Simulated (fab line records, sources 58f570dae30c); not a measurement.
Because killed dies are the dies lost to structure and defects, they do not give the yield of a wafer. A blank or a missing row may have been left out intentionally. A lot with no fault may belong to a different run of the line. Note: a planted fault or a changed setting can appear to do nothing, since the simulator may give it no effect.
Problem report, 8D (eight disciplines) form, completed by code    flow berkeleyCmos170    the parts of the form that need people (team, actions taken, sign-off) are left out

1. PROBLEM STATEMENT
Mean of chamberPressurePa at UCB170_M1_SPUTTER_00: 0.5233 Pa across 3 wafers in 2 lots; on wafers with no fault it is 0.5000 Pa (standard deviation 0.001). That is +23 standard deviations from the usual mean.
The step: material Al, target thk 600 nm, time 80 s.
First observed at day 10 15:02: wafer L400.4, on pvdSputter-03. The record holds 42 wafers of 14 lots with a number at this step. Rule for "out" (also "out of limits"): further than 4 standard deviations from the usual mean. All remaining wafers that have a number are taken as sound.

2. WHAT IT IS, AND WHAT IT ISN'T
question                     is                      is not
which readings at this step  chamberPressurePa       throttleValvePct
which lots                   L400, L403              L386, L387, L388, L389, L391, L392, L394, L395, L396, L398, L402, L406
which wafers of those lots   L400.4, L403.3, L403.5  L400.3, L400.6, L403.1
read on which tools          pvdSputter-03           pvdSputter-02, pvdSputter-04
when                         from day 10 15:02       up to then (32 sound wafers); but 7 sound wafers of L402, L403, L406 came after

3. THE SUSPECTS, EACH WITH WHAT RULES IT OUT
Counting: a tool at a process step up to the reading stays a suspect if it ran every lot that is out. Sound lots after the first of them don't rule it out here, since some wafers of a struck lot are sound.
- pvdSputter-03 at UCB170_M1_SPUTTER_00 (material Al, target thk 600 nm, time 80 s): kept. It processed each lot that is out (first: L400, day 10 15:02); up to then, its last sound lot is L398 (day 10 08:53). On those wafers its own readings are out: chamberPressurePa.
After counting, what remains is pvdSputter-03 at UCB170_M1_SPUTTER_00.

4. THE CAUSE (what the simulator had put in)
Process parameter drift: pvdSputter-03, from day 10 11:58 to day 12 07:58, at UCB170_M1_SPUTTER_00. A move of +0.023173 in setting chamberPressurePa, from 0.5. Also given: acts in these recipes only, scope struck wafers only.
After counting, this tool was the only one left.

5. THE EFFECT CHAIN, in route order
One row per reading whose mean, taken over the struck wafers that have a number, lies over 3 standard deviations from the usual. Only readings for which the record gives a usual standard deviation are gone through. hours: the time from each lot's start at the first step in this table that gives one to its start at this step, as a median over the lots. sigmas: the change in usual standard deviations.
hours  step                  reading            usual      on struck wafers  change   sigmas
0      UCB170_M1_SPUTTER_00  chamberPressurePa  0.5000 Pa  0.5233            +0.0233  +23
The process steps in it:
- UCB170_M1_SPUTTER_00: material Al, target thk 600 nm, time 80 s.

6. HOW IT WOULD HAVE BEEN CAUGHT EARLIER
The fault began at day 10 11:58; the first out-of-limits reading in this record came at day 10 15:02, 3 hours later.
